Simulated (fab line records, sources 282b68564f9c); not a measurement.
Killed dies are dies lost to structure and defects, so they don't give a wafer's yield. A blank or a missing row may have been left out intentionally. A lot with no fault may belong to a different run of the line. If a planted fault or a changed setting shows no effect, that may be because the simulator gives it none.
fab line records	flow rit_cmos
[record] lots = 14	wafers = 42	last_day = 8
route steps=202 shown CONTACT@168 M1@202
lots untouched by any fault: they come from a run of this same line in which no faults occurred
start_h: the number of hours between the record's first day and the start of the first shown wafer of the lot	wait_h: hours elapsed since this lot's preceding step	" repeats the value in the row above	L1.1+2: one row covering several wafers at once	- either no value or no given start	* or withheld: withheld	< > ~ a bound
route shown NAME@n: a module of which the file shows steps, and the number in the route of the first	usual: mean/standard deviation taken from wafers without a fault	same: alike in all rows	chamber/n: place in a boat	sites: the reading at each site	_std_site: standard deviation across them	_edge_site: mean of outer sites minus mean of inner sites	radius_mm: for every site, how far away it sits from the centre of the wafer	mask NAME#n: copy n	behind: tool/chamber where the wafer was last shaped	hold: cause of the lot's hold/its duration in hours/its outcome	device: transistor that didn't switch, given as n, p or np	end of line: tests run on the same wafers once the route is complete	for a step that has no rows: nothing shown but its recipe	killed: count of dies lost to structure and defects at first sort (not the wafer's yield)	map: the dies of a wafer, with x for killed, . for not killed, _ for no die there
set.NAME: the run value of the setting; set.NAME@STEP: its run value at that earlier step	model.NAME: the simulator's own value behind a step, which no gauge read
route steps across a sampled set of lots; one table per step, one row per wafer
services: a tool's chamber out of use, with start hour (start_h, from the record's first day; less than 0 if before it), hours out, and reason
[[steps]]
[step RIT_CONTACT_CVD_00]
[recipe] material = SiO2	target_thk_nm = 400	precursor = TEOS	temp_c = 390	time_s = 61	rf_w = 400
[usual] heater_power_w = 337/42
lot.wafer	tool	chamber	start_h	wait_h	heater_power_w
L861.1	pecvd-03	2	53.42	0.1	359
L861.4	"	1	"	"	374
L861.5	"	0	"	"	291
L862.1	pecvd-01	2	60.38	0.1	393
L862.2	"	1	"	"	320
L862.4	"	0	"	"	383
L863.2	pecvd-04	2	66.01	0.0	379
L863.3	"	0	"	"	274
L863.4	"	2	"	"	377
L864.4	pecvd-03	2	68.35	0.0	361
L864.5	"	0	"	"	349
L864.6	"	1	"	"	432
L865.1	pecvd-01	1	73.02	0.1	318
L865.3	"	0	"	"	371
L865.6	"	2	"	"	298
L868.1	pecvd-04	1	94.37	0.1	317
L868.2	"	2	"	"	340
L868.5	"	2	"	"	366
L869.1	pecvd-01	2	100.27	0.1	346
L869.5	"	1	"	"	311
L869.6	"	2	"	"	370
L870.1	pecvd-03	0	104.51	0.1	333
L870.5	"	0	"	"	326
L870.6	"	1	"	"	406
L870.1	pecvd-03	0	104.73	0.2	323
L870.5	"	0	"	"	330
L870.6	"	1	"	"	406
L871.1	pecvd-04	1	104.72	0.1	342
L871.4	"	2	"	"	358
L871.6	"	1	"	"	274
L873.1	pecvd-03	1	131.54	0.1	433
L873.3	"	0	"	"	292
L873.6	"	1	"	"	329
L874.4	pecvd-04	1	140.02	0.0	337
L874.5	"	2	"	"	345
L874.6	"	1	"	"	359
L874.4	pecvd-04	1	140.26	0.2	339
L874.5	"	2	"	"	346
L874.6	"	1	"	"	350
L882.2	pecvd-03	0	167.29	0.0	320
L882.4	"	1	"	"	383
L882.6	"	0	"	"	323
L884.1	pecvd-04	2	171.03	0.1	379
L884.4	"	1	"	"	310
L884.6	"	2	"	"	390
L883.4	pecvd-01	0	173.08	0.0	372
L883.5	"	1	"	"	283
L883.6	"	2	"	"	346
[step RIT_CONTACT_THK_MEAS_01]
[recipe] reads = SiO2_of_CONTACT_CVD_00
[usual] CONTACT_TEOS_THK = 398/5.2
lot.wafer	tool	chamber	start_h	wait_h	CONTACT_TEOS_THK[nm]
L861.1	film_metro-03	-	53.47	0.0	392
L861.4	"	-	"	"	406
L861.5	"	-	"	"	402
L862.1	film_metro-04	-	60.43	0.0	392
L862.2	"	-	"	"	390
L862.4	"	-	"	"	400
L863.2	film_metro-03	-	66.10	0.1	393
L863.3	"	-	"	"	395
L863.4	"	-	"	"	397
L864.4	film_metro-04	-	68.40	0.0	407
L864.5	"	-	"	"	408
L864.6	"	-	"	"	415
L865.1	film_metro-04	-	73.07	0.0	399
L865.3	"	-	"	"	396
L865.6	"	-	"	"	409
L868.1	film_metro-04	-	94.42	0.0	396
L868.2	"	-	"	"	392
L868.5	"	-	"	"	396
L869.1	film_metro-01	-	100.32	0.0	396
L869.5	"	-	"	"	402
L869.6	"	-	"	"	401
L871.1	film_metro-01	-	104.80	0.1	392
L871.4	"	-	"	"	402
L871.6	"	-	"	"	400
L870.1	film_metro-01	-	104.86	0.1	790
L870.5	"	-	"	"	802
L870.6	"	-	"	"	813
L873.1	film_metro-04	-	131.59	0.0	400
L873.3	"	-	"	"	396
L873.6	"	-	"	"	406
L874.4	film_metro-01	-	140.34	0.1	789
L874.5	"	-	"	"	795
L874.6	"	-	"	"	799
L882.2	film_metro-04	-	167.35	0.0	389
L882.4	"	-	"	"	407
L882.6	"	-	"	"	401
L884.1	film_metro-04	-	171.09	0.0	393
L884.4	"	-	"	"	400
L884.6	"	-	"	"	399
L883.4	film_metro-01	-	173.13	0.0	400
L883.5	"	-	"	"	407
L883.6	"	-	"	"	402
[step RIT_M1_PROBE_99]
[usual] killed_at_M0_to_M3 = 0.0/0.12	killed_at_contacts = 0.1/0.23	killed_at_front_end = 6.6/2.9	killed_dies = 6.7/3	killed_on_rim = 1.7/1.4	killed_open = 3.5/2.1	killed_short = 3.2/1.8
[same] gross_dies = 264	killed_at_M4_up = 0	killed_at_back_side = 0	killed_at_other = 0
lot.wafer	tool	chamber	start_h	wait_h	killed_at_M0_to_M3	killed_at_contacts	killed_at_front_end	killed_dies	killed_on_rim	killed_open	killed_short
L861.1	prober-02	-	61.20	0.1	0	0	8	8	1	4	4
L861.4	prober-02	-	61.35	0.2	0	0	7	7	0	2	5
L861.5	prober-02	-	61.40	0.2	0	0	7	7	0	3	4
L869.1	prober-02	-	106.64	0.1	0	0	10	10	4	4	6
L869.5	prober-02	-	106.84	0.2	0	0	11	11	2	4	7
L869.6	prober-02	-	106.89	0.2	0	0	13	13	6	7	6
L870.1	prober-01	-	112.26	0.1	0	253	11	264	70	6	5
L870.5	prober-01	-	112.46	0.2	0	262	2	264	70	2	0
L870.6	prober-01	-	112.51	0.2	0	258	6	264	70	3	3
L873.1	prober-02	-	138.05	0.1	0	0	1	1	0	0	1
L873.3	prober-02	-	138.15	0.2	0	0	6	6	1	4	2
L873.6	prober-02	-	138.30	0.2	0	0	6	6	3	3	3
L874.4	prober-01	-	147.24	0.2	0	261	3	264	70	2	1
L874.5	prober-01	-	147.29	0.2	0	256	8	264	70	3	5
L874.6	prober-01	-	147.34	0.2	0	259	5	264	70	2	3
// killed by level:class
L861.1 FOX1:geometric_particle:short=3 GATE:geometric_particle:open=3 FOX2:geometric_particle:open=1 SPACER:geometric_particle:short=1
L861.4 FOX2:geometric_particle:short=2 FOX1:geometric_particle:short=1 REOX:geometric_particle:short=1 SPACER:geometric_particle:short=1 SPACER:geometric_particle:open=1 SILICIDE:geometric_particle:open=1
L861.5 REOX:geometric_particle:short=2 SPACER:geometric_particle:open=2 SPACER:geometric_particle:short=1 SILICIDE:geometric_particle:open=1 SILICIDE:geometric_particle:short=1
L869.1 GATE:geometric_particle:short=3 GATE:geometric_particle:open=2 FOX1:geometric_particle:short=1 REOX:geometric_particle:open=1 REOX:geometric_particle:short=1 SPACER:geometric_particle:open=1 SPACER:geometric_particle:short=1
L869.5 GATE:geometric_particle:short=4 GATE:geometric_particle:open=4 SPACER:geometric_particle:short=3
L869.6 GATE:geometric_particle:short=5 REOX:geometric_particle:open=2 SPACER:geometric_particle:open=2 FOX1:geometric_particle:short=1 FOX2:geometric_particle:open=1 GATE:geometric_particle:open=1 SILICIDE:geometric_particle:open=1
L870.1 CONTACT:area_etch=253 FOX1:geometric_particle:open=3 FOX1:geometric_particle:short=2 GATE:geometric_particle:short=2 GATE:geometric_particle:open=1 REOX:geometric_particle:open=1 SPACER:geometric_particle:open=1 SILICIDE:geometric_particle:short=1
L870.5 CONTACT:area_etch=262 REOX:geometric_particle:open=2
L870.6 CONTACT:area_etch=258 FOX1:geometric_particle:short=2 REOX:geometric_particle:open=2 GATE:geometric_particle:short=1 SPACER:geometric_particle:open=1
L873.1 REOX:geometric_particle:short=1
L873.3 GATE:geometric_particle:open=2 SILICIDE:geometric_particle:open=2 GATE:geometric_particle:short=1 SILICIDE:geometric_particle:short=1
L873.6 FOX2:geometric_particle:open=2 FOX1:geometric_particle:short=1 FOX1:geometric_particle:open=1 GATE:geometric_particle:short=1 SILICIDE:geometric_particle:short=1
L874.4 CONTACT:area_etch=261 FOX1:geometric_particle:open=1 SPACER:geometric_particle:short=1 SPACER:geometric_particle:open=1
L874.5 CONTACT:area_etch=256 SPACER:geometric_particle:short=2 SILICIDE:geometric_particle:short=2 FOX2:geometric_particle:open=1 GATE:geometric_particle:open=1 REOX:geometric_particle:open=1 REOX:geometric_particle:short=1
L874.6 CONTACT:area_etch=259 FOX1:geometric_particle:short=1 FOX2:geometric_particle:short=1 SILICIDE:geometric_particle:open=1 REOX:geometric_particle:open=1 SPACER:geometric_particle:short=1
[[services]]
tool	chamber	start_h	hours	kind
pecvd-04	1	60.78	7.9	repair
pecvd-01	-	80.65	2.8	pm
pecvd-01	-	92.57	5.9	repair
pecvd-04	0	103.91	40.3	repair
pecvd-03	2	105.58	4.4	repair
pecvd-04	-	162.36	3.0	repair
pecvd-01	-	166.63	0.8	repair
[[key]]
[first_sign] step = RIT_CONTACT_CVD_00	reading = visit	direction = added
[effect] step = RIT_CONTACT_THK_MEAS_01	reading = CONTACT_TEOS_THK	direction = up	sigmas = 76	usual = 398	struck = 798
[effect] step = RIT_M1_PROBE_99	reading = killed_at_contacts	direction = up	sigmas = 99+	usual = 0.1	struck = 258.2
[more_kills_born_at] RIT_CONTACT_ETCH_11@rie_diel-01 = 776	RIT_CONTACT_ETCH_11@rie_diel-03 = 773
met_at RIT_CONTACT_CVD_00
struck_lots L870,L874
later_rows_left_out L870.1,L870.5,L870.6,L874.4,L874.5,L874.6
tester_left_out L870,L874
[fault] kind = repeated_step_whole	tool = pecvd-01,pecvd-03,pecvd-04	chamber = -	onset_h = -	steps = RIT_CONTACT_CVD_00	times = 1	scope = struck_lots_only
// tester_left_out: of these lots the tester's yield and bins aren't shown, on N5 and GAA mostly nor the transistor test; their killed dies are dies lost to structure and defects alone, not to doping, threshold or leakage, so they don't give the yield
// later_rows_left_out: the simulator's readings of these wafers behind a module that went badly wrong aren't trusted and aren't shown, but for the sort
